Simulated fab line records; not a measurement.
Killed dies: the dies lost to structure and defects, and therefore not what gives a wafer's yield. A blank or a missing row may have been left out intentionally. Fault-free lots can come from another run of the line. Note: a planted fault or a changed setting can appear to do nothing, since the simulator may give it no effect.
Problem report in the 8D (eight disciplines) form, filled by code :: flow rit-cmos :: the parts of the form that need people (team, actions taken, sign-off) are left out

## 1. WHAT IS WRONG
Across 6 wafers from 2 lots, NSD_TW at RIT_NSD_TW_MEAS_10 averages 2545, while fault-free wafers read 3112 with a standard deviation of 12. Measured from the usual mean, that is -47 standard deviations.
Earliest sighting: wafer L512.2 on film-metro-03 at day 5 23:11. The record holds 42 wafers of 14 lots with a number at this step. Rule for "out", or "out of limits": more than 4 standard deviations from the usual mean. The rest of the wafers with a number are treated as sound.

## 2. WHAT IT IS; WHAT IT IS NOT
question: which readings at this step
is: NSD_TW
is not: -

question: which lots
is: L512, L515
is not: L499, L500, L501, L502, L503, L504, L505, L506, L510, L511, L518, L522

question: which wafers of those lots
is: all that have a number
is not: -

question: read on which gauges
is: film-metro-03, film-metro-04
is not: film-metro-02

question: when
is: from day 5 23:11
is not: up to then (30 sound wafers); but 6 sound wafers of L518, L522 came after

## 3. SUSPECTS, AND WHAT RULES EACH OUT
Counting: any tool at a process step up to the reading is kept as a suspect provided that every lot that is out went through it and no sound lot did after the first of them.
- the gauge at RIT_NSD_TW_MEAS_10 is ruled out. Those wafers that are out were read across 2 gauges (film-metro-03, film-metro-04).
- implanter-02 at RIT_NSD_IMPLANT_08: kept. It processed each lot that is out, first L512 at day 5 22:52, and no sound lot thereafter; up to then, the last sound lot it processed was L510 at day 5 12:55. Its own dose-ions-cm2, faraday-current-uA readings are out on those wafers.
The count leaves implanter-02 at RIT_NSD_IMPLANT_08.

## 4. THE CAUSE (what the simulator had put in)
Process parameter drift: implanter-02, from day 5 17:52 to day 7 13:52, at RIT_NSD_IMPLANT_08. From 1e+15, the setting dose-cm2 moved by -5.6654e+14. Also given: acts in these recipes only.
Counting left only this tool.

## 5. THE CHAIN OF EFFECTS, in route order
Each row: a reading whose mean over the struck wafers that have a number lies more than 3 standard deviations from the usual. Readings are gone through only where the record gives a usual standard deviation; hours: the median, over the lots, of the time from a lot's start at the first step in this table giving one to that lot's start at this step; sigmas: the change measured in usual standard deviations.
hours: 0
step: RIT_NSD_IMPLANT_08
reading: dose-ions-cm2
usual: 1.0001e+15
on struck wafers: 4.3318e+14
change: -5.6692e+14
sigmas: -99 or more

hours: 0
step: RIT_NSD_IMPLANT_08
reading: end-station-pressure-torr
usual: 7.5e-06 Torr
on struck wafers: 6.1e-06
change: -1.4e-06
sigmas: -3.8

hours: 0
step: RIT_NSD_IMPLANT_08
reading: faraday-current-uA
usual: 3129
on struck wafers: 1359
change: -1770
sigmas: -27

hours: 0
step: RIT_NSD_TW_MEAS_10
reading: NSD_TW
usual: 3112
on struck wafers: 2545
change: -567
sigmas: -47

hours: 3
step: RIT_SDANNEAL_RS_MEAS_05
reading: NSD_RS
usual: 84.48 ohm/sq
on struck wafers: 165.90
change: +81.42
sigmas: +99 or more
Its process steps:
- RIT_NSD_IMPLANT_08

## 6. HOW IT WOULD HAVE BEEN CAUGHT EARLIER
5 hours passed between the start of the fault at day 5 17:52 and the first reading out of limits at a measuring or inspecting step in this record, taken at day 5 23:11.
The tool's own readings at RIT_NSD_IMPLANT_08 were out on every struck wafer that the step has a row for (dose-ions-cm2, faraday-current-uA): an alarm limit on them would have fired on the first of those.
Among the 2 lots that are out, L515 began RIT_NSD_IMPLANT_08 on implanter-02 after day 5 23:11. Holding the tool at that time would have saved it.
